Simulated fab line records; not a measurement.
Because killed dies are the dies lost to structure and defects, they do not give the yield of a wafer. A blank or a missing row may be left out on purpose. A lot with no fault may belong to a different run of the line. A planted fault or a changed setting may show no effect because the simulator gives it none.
Split-lot experiment + flow rit-cmos + 5 lots, 23 wafers read, on a route of 202 steps

## ON THE SPLIT
At RIT_PSD_COAT_01 (resist thk 1000 nm), the setting spin-rpm was moved away from the recipe's 3250 rpm on 6 of the 23 wafers read, by -5.0% to -2.6%. For the rest of the wafers, this setting stayed at what the recipe calls for.

## FROM THE SPLIT TO THE READING: what the file shows between them, 3 steps
- RIT_PSD_SOFTBAKE_02: time 60 s
- RIT_PSD_EXPOSE_03: exposes mask M10, target cd 40900 nm
- RIT_PSD_DEVELOP_05: develop time 47.92 s

## THE READING
NOVOLAK_of_PSD_COAT_01.thk-nm (the simulator's own value, which no gauge read), in nm, at RIT_PSD_HARDBAKE_07 (time 60 s). No usual value for it is given in the file. The 17 wafers here that ran the recipe average 886.9 nm, standard deviation 2.1 nm.

| wafer  | tool, chamber at the split | spin-rpm as run, rpm | against the recipe | NOVOLAK_of_PSD_COAT_01.thk-nm, nm | against lot-mates on the recipe |
|--------|----------------------------|----------------------|--------------------|-----------------------------------|---------------------------------|
| L076.1 | litho-track-03, 0          | 3250                 | recipe             | 889.7                             | -                               |
| L076.3 | litho-track-03, 0          | 3250                 | recipe             | 891.5                             | -                               |
| L076.6 | litho-track-03, 0          | 3250                 | recipe             | 890.1                             | -                               |
| L079.1 | litho-track-03, 0          | 3250                 | recipe             | 885.5                             | -                               |
| L079.2 | litho-track-03, 0          | 3250                 | recipe             | 884.9                             | -                               |
| L079.4 | litho-track-03, 0          | 3165                 | -2.6%              | 896                               | +10.0                           |
| L079.5 | litho-track-03, 0          | 3250                 | recipe             | 887.7                             | -                               |
| L079.6 | litho-track-03, 0          | 3165                 | -2.6%              | 896.5                             | +10.5                           |
| L081.1 | litho-track-03, 0          | 3250                 | recipe             | 884.7                             | -                               |
| L081.2 | litho-track-03, 0          | 3088                 | -5.0%              | 909.8                             | +24.7                           |
| L081.3 | litho-track-03, 0          | 3250                 | recipe             | 886.7                             | -                               |
| L081.4 | litho-track-03, 0          | 3088                 | -5.0%              | 907.3                             | +22.2                           |
| L081.5 | litho-track-03, 0          | 3250                 | recipe             | 883.8                             | -                               |
| L084.1 | litho-track-04, 0          | 3250                 | recipe             | 885.7                             | -                               |
| L084.2 | litho-track-04, 0          | 3250                 | recipe             | 886.3                             | -                               |
| L084.3 | litho-track-04, 0          | 3112                 | -4.2%              | 905.2                             | +18.9                           |
| L084.5 | litho-track-04, 0          | 3112                 | -4.2%              | 905.9                             | +19.6                           |
| L084.6 | litho-track-04, 0          | 3250                 | recipe             | 886.9                             | -                               |
| L085.2 | litho-track-01, 0          | 3250                 | recipe             | 889.5                             | -                               |
| L085.3 | litho-track-01, 0          | 3250                 | recipe             | 887                               | -                               |
| L085.4 | litho-track-01, 0          | 3250                 | recipe             | 886.9                             | -                               |
| L085.5 | litho-track-01, 0          | 3250                 | recipe             | 885.4                             | -                               |
| L085.6 | litho-track-01, 0          | 3250                 | recipe             | 884.7                             | -                               |

THE FIT
A straight line over all 23 wafers: NOVOLAK_of_PSD_COAT_01.thk-nm changes by -4.28 nm for each +1% of spin-rpm; r = -0.97; the points scatter about the line by 2 nm.
The same after taking each lot's own level away (the mean of its wafers on the recipe; 23 wafers): -4.56 nm for each +1%; r = -0.99; scatter 1.3 nm.
That fit puts the effect of the largest move of spin-rpm on the reading at 23 nm.
From 885.07 to 890.43 nm: that is the span of the lots' own levels, equal to 2.5 times the standard deviation above.
Hence the lot-to-lot level has little effect on the slope; both slopes agree.
Check: +21.9 nm against its lot-mates is what the line predicts for one of the wafers moved furthest among these (-5.0%) when that wafer is left out of the fit. Against them it came out at +24.7 nm.

## OTHER SPLITS ON THESE WAFERS
Before the reading, these wafers also passed through other splits. Each is held against what the fit with the lots' levels taken away leaves over:
| other split on the same wafers   | wafers away from the commonest value | r with NOVOLAK_of_PSD_COAT_01.thk-nm (lot level and that fit taken away) |
|----------------------------------|--------------------------------------|--------------------------------------------------------------------------|
| RIT_ACTIVE_CVD_03 pressure-mtorr | 15                                   | -0.19                                                                    |
| RIT_ACTIVE_COAT_06 resist-thk-nm | 7                                    | +0.16                                                                    |
| RIT_NWELL_IMPLANT_08 dose-cm2    | 5                                    | +0.03                                                                    |
| RIT_PWELL_HARDBAKE_07 temp-c     | 9                                    | +0.02                                                                    |
| RIT_GATE_OXIDATION_05 ox-time-s  | 18                                   | +0.16                                                                    |
| RIT_NLDD_SOFTBAKE_02 temp-c      | 5                                    | +0.03                                                                    |
| RIT_NSD_COAT_01 spin-rpm         | 6                                    | +0.04                                                                    |
| RIT_NSD_SOFTBAKE_02 time-s       | 6                                    | -0.24                                                                    |

## THE WHOLE CHAIN: every reading that the file lists as answering this split, in the file's order
| step                | what it does       | reading                                                                        | change (the file's fit)              | r (the file's) |
|---------------------|--------------------|--------------------------------------------------------------------------------|--------------------------------------|----------------|
| RIT_PSD_COAT_01     | resist thk 1000 nm | NOVOLAK_of_PSD_COAT_01.thk-nm (the simulator's own value, which no gauge read) | -5.18 nm for each +1% of the setting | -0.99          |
| RIT_PSD_HARDBAKE_07 | time 60 s          | NOVOLAK_of_PSD_COAT_01.thk-nm (the simulator's own value, which no gauge read) | -4.53 nm for each +1% of the setting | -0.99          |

## THE FILE'S OWN FIT
NOVOLAK_of_PSD_COAT_01.thk-nm changes by -4.53 nm for each +1% of spin-rpm, r = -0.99.
